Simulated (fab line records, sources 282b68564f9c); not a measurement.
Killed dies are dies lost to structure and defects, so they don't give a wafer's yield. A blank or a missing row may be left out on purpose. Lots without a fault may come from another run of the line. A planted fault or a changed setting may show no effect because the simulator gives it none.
Tool commonality check | flow rit_cmos | 14 lots, 42 wafers sampled

WHY IT WAS OPENED
At RIT_SDANNEAL_RS_MEAS_04 the reading PSD_RS is flagged on 2 of 14 lots. Wafers without a fault read 115.92 ohm/sq, standard deviation 0.26.
Rule: a lot is flagged when every wafer of it that has a number lies more than 4 standard deviations from that mean, or none has a number. The other lots count as sound.

lot  | measured    | on            | PSD_RS (ohm/sq), wafer by wafer | flag
L238 | day 3 00:42 | film_metro-03 | 116.55 116.03 116.08            |
L239 | day 3 06:10 | film_metro-02 | 115.82 115.89 115.32            |
L241 | day 3 18:09 | film_metro-02 | 116.46 115.82 115.81            |
L242 | day 4 01:11 | film_metro-02 | 115.88 116.12 115.98            |
L243 | day 4 03:33 | film_metro-02 | 115.70 115.69 115.84            |
L245 | day 4 13:32 | film_metro-02 | 115.95 115.81 115.96            |
L246 | day 4 18:12 | film_metro-03 | 116.35 116.00 116.08            |
L247 | day 5 00:18 | film_metro-02 | 116.08 116.12 115.94            |
L248 | day 5 03:44 | film_metro-02 | 115.93 115.68 115.63            |
L249 | day 5 10:17 | film_metro-01 | 116.38 116.24 116.16            |
L251 | day 5 21:13 | film_metro-02 | 115.53 116.08 115.54            |
L258 | day 7 10:39 | film_metro-03 | 115.84 115.78 116.04            |
L259 | day 7 19:38 | film_metro-03 | 97.99 97.81 97.70               | FLAGGED
L261 | day 8 08:52 | film_metro-02 | 97.52 97.43 97.64               | FLAGGED
The numbers of the flagged lots are 97.68 ohm/sq on average: -18.24 ohm/sq against the usual, or -70 standard deviations.

WHICH TOOL RAN EACH LOT
The record holds 1 process step before the reading, out of a route of 202 steps. In each cell: the tool, then ch and the chambers that the sampled wafers went through, then the start.
lot  | flag    | RIT_SDANNEAL_RTA_03
L238 |         | rtp_anneal-02 ch 0, day 3 00:37
L239 |         | rtp_anneal-01 ch 0, day 3 06:07
L241 |         | rtp_anneal-01 ch 0, day 3 18:05
L242 |         | rtp_anneal-02 ch 0, day 4 01:07
L243 |         | rtp_anneal-01 ch 0, day 4 03:28
L245 |         | rtp_anneal-01 ch 0, day 4 13:29
L246 |         | rtp_anneal-02 ch 0, day 4 18:09
L247 |         | rtp_anneal-01 ch 0, day 5 00:14
L248 |         | rtp_anneal-02 ch 0, day 5 03:39
L249 |         | rtp_anneal-01 ch 0, day 5 10:12
L251 |         | rtp_anneal-01 ch 0, day 5 21:09
L258 |         | rtp_anneal-02 ch 0, day 7 10:35
L259 | FLAGGED | rtp_anneal-01 ch 0, day 7 19:34
L261 | FLAGGED | rtp_anneal-01 ch 0, day 8 08:47
What these steps do:
- RIT_SDANNEAL_RTA_03: time 5 s.
- RIT_SDANNEAL_RS_MEAS_04: measures by four-point-probe.

FLAGGED OVER TOTAL, TOOL BY TOOL (the gauges that took the reading come last)
step                    | tool          | lots run | flagged | share of the flagged lots | sound lots run after its first flagged lot
RIT_SDANNEAL_RTA_03     | rtp_anneal-01 | 9        | 2       | all                       | 0
RIT_SDANNEAL_RTA_03     | rtp_anneal-02 | 5        | 0       | none                      | -
RIT_SDANNEAL_RS_MEAS_04 | film_metro-01 | 1        | 0       | none                      | -
RIT_SDANNEAL_RS_MEAS_04 | film_metro-02 | 9        | 1       | some                      | 0
RIT_SDANNEAL_RS_MEAS_04 | film_metro-03 | 4        | 1       | some                      | 0

WHAT THE TABLE ALLOWS
1 row of the table ran every flagged lot: rtp_anneal-01 at RIT_SDANNEAL_RTA_03.
- rtp_anneal-01 at RIT_SDANNEAL_RTA_03: 2 of its 9 lots flagged. Its last sound lot is L251 (day 5 21:09), its first flagged lot L259 (day 7 19:34): a fault that began between those two fits.
One tool is left: rtp_anneal-01 at RIT_SDANNEAL_RTA_03.

WHAT THE SIMULATOR HAD PUT IN
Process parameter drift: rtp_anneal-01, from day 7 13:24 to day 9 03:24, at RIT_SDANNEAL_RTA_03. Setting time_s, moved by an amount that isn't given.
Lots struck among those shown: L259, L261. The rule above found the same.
